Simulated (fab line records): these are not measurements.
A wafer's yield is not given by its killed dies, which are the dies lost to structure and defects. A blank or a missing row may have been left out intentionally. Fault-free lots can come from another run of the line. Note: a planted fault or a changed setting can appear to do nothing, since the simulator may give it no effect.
Split-lot experiment	flow rit_cmos	on a route of 202 steps: 5 lots, 23 wafers read

## ON THE SPLIT
At RIT_FOX1_OXIDATION_00 (target thk 350.7 nm, ox time 1130 s), the setting temp_c was moved away from the recipe's 1100 C on 10 of the 23 wafers read, by -2.0% to +2.0%. All remaining wafers had this setting at the recipe value.

Split to reading: the file shows no intervening step.

## THE READING
FOX1_OXIDE_THK (nm), taken at RIT_FOX1_THK_MEAS_01. Typical for fault-free wafers on this fab line: 350 nm, with standard deviation 10 nm.

wafer	tool, chamber at the split	temp_c as run, C	against the recipe	FOX1_OXIDE_THK, nm	against lot-mates on the recipe
L074.3	furnace-03, 0	1100	recipe	333	-
L074.4	furnace-03, 0	1100	recipe	337	-
L074.5	furnace-03, 0	1100	recipe	330	-
L077.1	-, -	1100	recipe	352	-
L077.2	-, -	1100	recipe	348	-
L077.3	-, -	1100	recipe	360	-
L077.4	-, -	1100	recipe	359	-
L077.6	-, -	1100	recipe	357	-
L078.2	-, -	1122	+2.0%	390	no lot-mate on the recipe
L078.3	-, -	1122	+2.0%	394	no lot-mate on the recipe
L078.4	-, -	1122	+2.0%	392	no lot-mate on the recipe
L078.5	-, -	1122	+2.0%	390	no lot-mate on the recipe
L078.6	-, -	1122	+2.0%	391	no lot-mate on the recipe
L080.1	-, -	1078	-2.0%	290	no lot-mate on the recipe
L080.2	-, -	1078	-2.0%	305	no lot-mate on the recipe
L080.3	-, -	1078	-2.0%	299	no lot-mate on the recipe
L080.4	-, -	1078	-2.0%	305	no lot-mate on the recipe
L080.5	-, -	1078	-2.0%	303	no lot-mate on the recipe
L083.1	-, -	1100	recipe	363	-
L083.2	-, -	1100	recipe	357	-
L083.3	-, -	1100	recipe	359	-
L083.5	-, -	1100	recipe	360	-
L083.6	-, -	1100	recipe	358	-

FIT RESULTS
A straight line over all 23 wafers: FOX1_OXIDE_THK changes by +22.7 nm for each +1% of temp_c; r = +0.96; the points scatter about the line by 9.5 nm.
Too few moved wafers with a lot-mate on the recipe to fit a line net of each lot's own level.

## THE WHOLE CHAIN: every reading that the file lists as answering this split, in the file's order
step	what it does	reading	change (the file's fit)	r (the file's)
RIT_FOX1_OXIDATION_00	target thk 350.7 nm, ox time 1130 s	SiO2_of_FOX1_OXIDATION_00.thk_nm (the simulator's own value, which no gauge read)	+22.8 nm for each +1% of the setting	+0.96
RIT_FOX1_THK_MEAS_01		FOX1_OXIDE_THK	+22.8 for each +1% of the setting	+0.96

## FILE'S OWN FIT
FOX1_OXIDE_THK changes by +22.8 nm for each +1% of temp_c, r = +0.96.
